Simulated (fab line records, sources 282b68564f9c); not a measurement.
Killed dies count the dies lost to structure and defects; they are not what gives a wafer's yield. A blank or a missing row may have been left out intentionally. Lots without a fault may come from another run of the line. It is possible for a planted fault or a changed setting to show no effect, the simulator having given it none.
fab line records    flow rit_cmos
record lots=13  wafers=39  last_day=8
route steps=202 shown GATE@89 M1@202
lots with no fault: from the same line, run without faults
start_h: hours from the record's opening day to when the first of the lot's shown wafers began    wait_h: how many hours have passed since the lot's step before this one    " repeats the value in the row above    L1.1+2: several wafers, shown together as one row    - no value present, or no start provided    * or withheld: withheld    < > ~ a bound
route shown NAME@n: NAME is a module with steps in the file, n the number in the route of the first one    usual: average and standard deviation across the fault-free wafers    same: alike in all rows    chamber/n: place in a boat    sites: readings site by site    _std_site: standard deviation across them    _edge_site: the outer-site mean with the inner-site mean subtracted    radius_mm: how far each site lies from the wafer's centre    mask NAME#n: copy n    behind: the most recent tool/chamber to have shaped the wafer    hold: what put the lot on hold/how long, in hours/how the hold closed    device: whichever transistor did not switch (one of n, p or np)    end of line: the route-end tests of the same wafers    a step without rows: its recipe alone    killed: dies lost to structure and defects at the first sort, not the wafer's yield    map: dies across one wafer; x = killed, . = not, _ = none there
set.NAME: the setting the step ran with; set.NAME@STEP: the setting that earlier step ran with    model.NAME: the simulator's own value behind a step, which no gauge read
steps of the route over a sample of lots; a table a step, a row a wafer
services: the hour from which a tool's chamber was out of use, counted from the record's first day as start_h (under 0 if before that day), plus the number of hours and why
## steps
# step RIT_GATE_EXPOSE_13
# recipe mask_id=M6  na=0.6  source_shape=conventional  sigma_outer=0.6  target_cd_nm=150  dose_mj=380
# usual reticle_temp_C=23.01/0.11  stage_vel_mm_s=500.02/0.26
# same sigma_outer=0.6
lot.wafer  tool              chamber  start_h  wait_h  mask     reticle_temp_C  stage_vel_mm_s
L334.1     iline_stepper-02  0        37.52    0.1     M6#0     23.21           500.57
L334.4     "                 0        "        "       M6#0     23.02           500.19
L334.6     "                 0        "        "       M6#0     23.12           500.37
L335.2     iline_stepper-01  0        44.24    0.2     M6#0     23.03           500.15
L335.4     "                 0        "        "       M6#0     22.95           499.87
L335.6     "                 0        "        "       M6#0     22.89           499.95
L336.1     iline_stepper-01  0        47.80    0.1     M6#0     22.99           499.86
L336.5     "                 0        "        "       M6#0     22.76           500.17
L336.6     "                 0        "        "       M6#0     22.89           500.32
L337.2     iline_stepper-02  0        52.99    0.2     M6#0     22.83           500.05
L337.3     "                 0        "        "       M6#0     23.16           500.19
L337.6     "                 0        "        "       M6#0     23.02           499.68
L339.2     iline_stepper-01  0        63.90    0.1     M6#0     23.16           499.81
L339.5     "                 0        "        "       M6#0     23.06           500.32
L339.6     "                 0        "        "       M6#0     23.16           500.10
L340.1     iline_stepper-01  0        67.45    0.2     M6#0     22.72           500.08
L340.3     "                 0        "        "       M6#0     22.84           499.79
L340.6     "                 0        "        "       M6#0     22.73           500.12
L341.1     iline_stepper-01  0        73.85    0.1     M6#0     22.98           500.36
L341.4     "                 0        "        "       M6#0     23.04           500.37
L341.5     "                 0        "        "       M6#0     22.96           500.50
L343.1     iline_stepper-02  0        86.78    0.2     M6#0     23.01           500.06
L343.2     "                 0        "        "       M6#0     23.04           500.20
L343.4     "                 0        "        "       M6#0     23.01           499.76
L344.1     iline_stepper-02  0        89.49    0.1     M6#0     22.96           499.88
L344.2     "                 0        "        "       M6#0     23.12           500.13
L344.6     "                 0        "        "       M6#0     22.97           500.19
L345.1     iline_stepper-02  0        100.41   0.1     M6#0     23.08           500.05
L345.4     "                 0        "        "       M6#0     23.02           500.16
L345.5     "                 0        "        "       M6#0     22.94           499.83
L347.1     iline_stepper-01  0        106.86   0.2     M6_R1#0  22.96           499.79
L347.4     "                 0        "        "       M6_R1#0  23.18           500.04
L347.5     "                 0        "        "       M6_R1#0  23.23           499.96
L356.1     iline_stepper-01  0        155.41   0.1     M6#0     22.89           500.11
L356.3     "                 0        "        "       M6#0     22.95           500.19
L356.6     "                 0        "        "       M6#0     23.00           499.82
L357.3     iline_stepper-01  0        158.48   0.1     M6#0     22.96           500.40
L357.4     "                 0        "        "       M6#0     22.87           500.25
L357.6     "                 0        "        "       M6#0     22.92           500.19
# step RIT_GATE_CD_MEAS_16
# recipe target_cd_nm=150
# usual cd_nm=149.3/2.2
lot.wafer  tool       chamber  start_h  wait_h  hold                      cd_nm
L334.1     cd_sem-02  -        37.92    -       -                         149.8
L334.4     "          -        "        "       -                         149.4
L334.6     "          -        "        "       -                         147.5
L335.2     cd_sem-02  -        44.64    -       -                         146.4
L335.4     "          -        "        "       -                         148.6
L335.6     "          -        "        "       -                         145.2
L336.1     cd_sem-02  -        48.20    -       -                         147.5
L336.5     "          -        "        "       -                         145.7
L336.6     "          -        "        "       -                         145.2
L337.2     cd_sem-02  -        53.39    -       -                         152.0
L337.3     "          -        "        "       -                         151.6
L337.6     "          -        "        "       -                         150.5
L339.2     cd_sem-01  -        64.30    -       -                         149.9
L339.5     "          -        "        "       -                         149.1
L339.6     "          -        "        "       -                         150.6
L340.1     cd_sem-01  -        67.85    -       -                         147.7
L340.3     "          -        "        "       -                         148.8
L340.6     "          -        "        "       -                         148.1
L341.1     cd_sem-01  -        74.25    -       -                         148.4
L341.4     "          -        "        "       -                         147.4
L341.5     "          -        "        "       -                         148.9
L343.1     cd_sem-02  -        87.18    -       -                         149.7
L343.2     "          -        "        "       -                         148.7
L343.4     "          -        "        "       -                         149.1
L344.1     cd_sem-02  -        89.89    -       -                         155.7
L344.2     "          -        "        "       -                         151.8
L344.6     "          -        "        "       -                         153.4
L345.1     cd_sem-02  -        100.81   -       -                         147.2
L345.4     "          -        "        "       -                         146.7
L345.5     "          -        "        "       -                         147.7
L347.1     cd_sem-02  -        107.26   -       await_dispo/0.2h/release  139.8
L347.4     "          -        "        "       await_dispo/0.2h/release  138.9
L347.5     "          -        "        "       await_dispo/0.2h/release  138.4
L347.1     cd_sem-02  -        107.54   0.3     -                         140.0
L347.4     "          -        "        "       -                         138.9
L347.5     "          -        "        "       -                         138.5
L356.1     cd_sem-02  -        155.91   -       -                         150.3
L356.3     "          -        "        "       -                         150.7
L356.6     "          -        "        "       -                         149.6
L357.3     cd_sem-01  -        158.88   -       -                         146.8
L357.4     "          -        "        "       -                         148.1
L357.6     "          -        "        "       -                         143.6
# step RIT_M1_PROBE_99
# usual killed_at_M0_to_M3=0.0/0.083  killed_at_contacts=0.1/0.23  killed_at_front_end=7/3.1  killed_dies=7/3.1  killed_open=3.3/2  killed_short=3.6/1.9
# same gross_dies=264  killed_at_M4_up=0  killed_at_back_side=0  killed_at_other=0
lot.wafer  tool       chamber  start_h  wait_h  killed_at_M0_to_M3  killed_at_contacts  killed_at_front_end  killed_dies  killed_open  killed_short
L347.1     prober-01  -        134.83   0.1     0                   0                   5                    5            2            3
L347.4     prober-01  -        134.98   0.2     0                   0                   8                    8            5            3
L347.5     prober-01  -        135.03   0.2     0                   0                   3                    3            1            2
# killed by level:class
L347.1 FOX1:geometric_particle:short=1 FOX2:geometric_particle:short=1 FOX2:geometric_particle:open=1 REOX:geometric_particle:open=1 REOX:geometric_particle:short=1
L347.4 GATE:geometric_particle:open=5 GATE:geometric_particle:short=2 REOX:geometric_particle:short=1
L347.5 FOX2:geometric_particle:short=2 GATE:geometric_particle:open=1
## services
tool              chamber  start_h  hours  kind
iline_stepper-02  -        59.77    14.4   repair
## key
first_sign step=RIT_GATE_EXPOSE_13  reading=mask  direction=changed
effect step=RIT_GATE_CD_MEAS_16  reading=visit  direction=added
met_at RIT_GATE_EXPOSE_13
struck_lots L347
tester_left_out L347
onset_between 73.85 106.86
fault kind=wrong_mask  tool=any  chamber=-  onset_h=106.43  steps=RIT_GATE_EXPOSE_13  aux_copy=M6_R1#0  cd_offset_nm=-12  scope=struck_lots_only
# tester_left_out: of these lots the tester's yield and bins aren't shown, on N5 and GAA mostly nor the transistor test; their killed dies are dies lost to structure and defects alone, not to doping, threshold or leakage, so they don't give the yield
